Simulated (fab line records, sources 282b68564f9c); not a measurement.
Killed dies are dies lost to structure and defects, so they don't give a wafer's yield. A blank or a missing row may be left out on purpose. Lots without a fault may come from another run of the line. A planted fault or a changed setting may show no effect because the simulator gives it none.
Which tool did it? | flow rit_cmos | 14 lots, 42 wafers sampled, at 3 steps of a route of 202

WHAT THE GAUGES READ, wafer by wafer
RIT_NRETRO_TW_MEAS_10. Usual: NRETRO_TW 1055, standard deviation 6.2.
lot  | measured    | on            | NRETRO_TW               | flag
L722 | day 2 06:39 | film_metro-01 | 1053 1051 1059          |
L723 | day 2 11:02 | film_metro-01 | 1053 1057 1055          |
L724 | day 2 17:13 | film_metro-03 | 1065 1057 1059          |
L725 | day 2 20:16 | film_metro-01 | 1053 1051 1060          |
L726 | day 3 02:31 | film_metro-03 | 1064 1065 1057          |
L731 | day 4 02:56 | film_metro-01 | 1065 1069 1066          |
L732 | day 4 08:09 | film_metro-03 | 1054 1054 1064          |
L734 | day 4 18:43 | film_metro-01 | 944 953 950 951 953 951 | OFF
L737 | day 5 08:16 | film_metro-01 | 1051 1050 1048          |
L736 | day 5 15:32 | film_metro-03 | 949 950 950 950 950 943 | OFF
L739 | day 5 21:50 | film_metro-02 | 1040 1039 1042          |
L740 | day 6 02:01 | film_metro-02 | 1048 1053 1048          |
L743 | day 6 14:46 | film_metro-03 | 1061 1053 1063          |
L744 | day 6 20:14 | film_metro-02 | 1045 1049 1046          |

RIT_GATE_OVL_MEAS_17. Usual: GATE_OVL -0.5 nm, standard deviation 1.6.
lot  | measured    | on         | GATE_OVL (nm)  | flag
L722 | day 2 12:59 | overlay-02 | -1.5 -2.2 -0.9 |
L723 | day 2 18:36 | overlay-02 | -0.1 -1.0 -0.9 |
L724 | day 2 23:41 | overlay-02 | -0.1 0.3 -0.2  |
L725 | day 3 02:41 | overlay-01 | 1.1 -2.1 -0.4  |
L726 | day 3 08:47 | overlay-01 | -1.2 -1.8 -1.0 |
L731 | day 4 09:11 | overlay-01 | -1.2 -3.1 0.2  |
L732 | day 4 14:34 | overlay-01 | -0.7 -0.6 -0.3 |
L734 | day 5 07:28 | overlay-01 | -3.5 -1.7 -3.3 |
L737 | day 5 15:05 | overlay-01 | 2.0 2.0 -0.9   |
L736 | day 6 06:23 | overlay-02 | -1.7 0.4 -2.8  |
L739 | day 6 03:58 | overlay-02 | 1.1 -0.2 1.5   |
L740 | day 6 08:20 | overlay-02 | -1.3 -2.2 -0.3 |
L743 | day 6 21:02 | overlay-01 | -1.8 -0.7 -2.8 |
L744 | day 7 03:13 | overlay-01 | -1.7 0.4 -3.1  |

WHICH TOOL RAN EACH LOT (tool, then ch and the chambers of the sampled wafers, then the start)
lot  | RIT_NRETRO_IMPLANT_08
L722 | implanter-04 ch 0, day 2 06:20
L723 | implanter-04 ch 0, day 2 10:44
L724 | implanter-01 ch 0, day 2 16:54
L725 | implanter-02 ch 0, day 2 19:56
L726 | implanter-01 ch 0, day 3 02:11
L731 | implanter-04 ch 0, day 4 02:37
L732 | implanter-04 ch 0, day 4 07:50
L734 | implanter-04 ch 0, day 4 18:25
L737 | implanter-02 ch 0, day 5 07:57
L736 | implanter-04 ch 0, day 5 15:13
L739 | implanter-02 ch 0, day 5 21:31
L740 | implanter-01 ch 0, day 6 01:41
L743 | implanter-01 ch 0, day 6 14:26
L744 | implanter-01 ch 0, day 6 19:55
- RIT_NRETRO_IMPLANT_08

WHAT THE TOOLS THEMSELVES READ (means of the sampled wafers that have a number; where no wafer has one, the mark that the record gives instead)
RIT_NRETRO_IMPLANT_08. Usual: beam_energy_keV 70.006, standard deviation 0.022.
lot  | tool         | beam_energy_keV | flag
L722 | implanter-04 | 70.017          |
L723 | implanter-04 | 70.011          |
L724 | implanter-01 | 69.976          |
L725 | implanter-02 | 69.988          |
L726 | implanter-01 | 70.005          |
L731 | implanter-04 | 70.021          |
L732 | implanter-04 | 69.999          |
L734 | implanter-04 | 45.505          | OFF
L737 | implanter-02 | 69.994          |
L736 | implanter-04 | 45.486          | OFF
L739 | implanter-02 | 70.014          |
L740 | implanter-01 | 69.988          |
L743 | implanter-01 | 70.020          |
L744 | implanter-01 | 70.034          |

THE ANSWER, worked out from the rows above alone
Rule: a lot is off if the mean of its wafers that have a number lies more than 3 standard deviations from the usual mean. A lot without any number at a reading at which 4 lots or more have one is off too. The other lots that the step has rows for count as sound. The gauges are gone through in route order, then the tools' own readings, and for those a lot's mean is taken as printed above. The first step at which some lot is off is used, and at that step the reading that is off furthest; a lot without a number counts as furthest.
Off: L734, L736, at RIT_NRETRO_TW_MEAS_10 (NRETRO_TW).
A tool fits if, at a process step before that reading, it ran every lot that is off, and no sound lot after the first of them. The gauges at RIT_NRETRO_TW_MEAS_10 aren't tried: what is off there is off at RIT_NRETRO_IMPLANT_08 too, on other tools, and a gauge's error can't cause that. One fits: implanter-04 at RIT_NRETRO_IMPLANT_08. Its last sound lot is L732 (day 4 07:50), its first lot that is off L734 (day 4 18:25): a fault that began between those two fits.
The tool's own readings at RIT_NRETRO_IMPLANT_08 bear it out: on the lots that are off they differ by more than 5 times the standard deviation of the sound lots' means. beam_energy_keV reads 45.495 there against 70.006 on the sound lots.

WHAT THE SIMULATOR HAD PUT IN
Process parameter drift: implanter-04, from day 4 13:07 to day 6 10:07, at RIT_NRETRO_IMPLANT_08. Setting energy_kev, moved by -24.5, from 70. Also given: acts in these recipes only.
Lots struck among those shown: L734, L736. The rule above found the same.
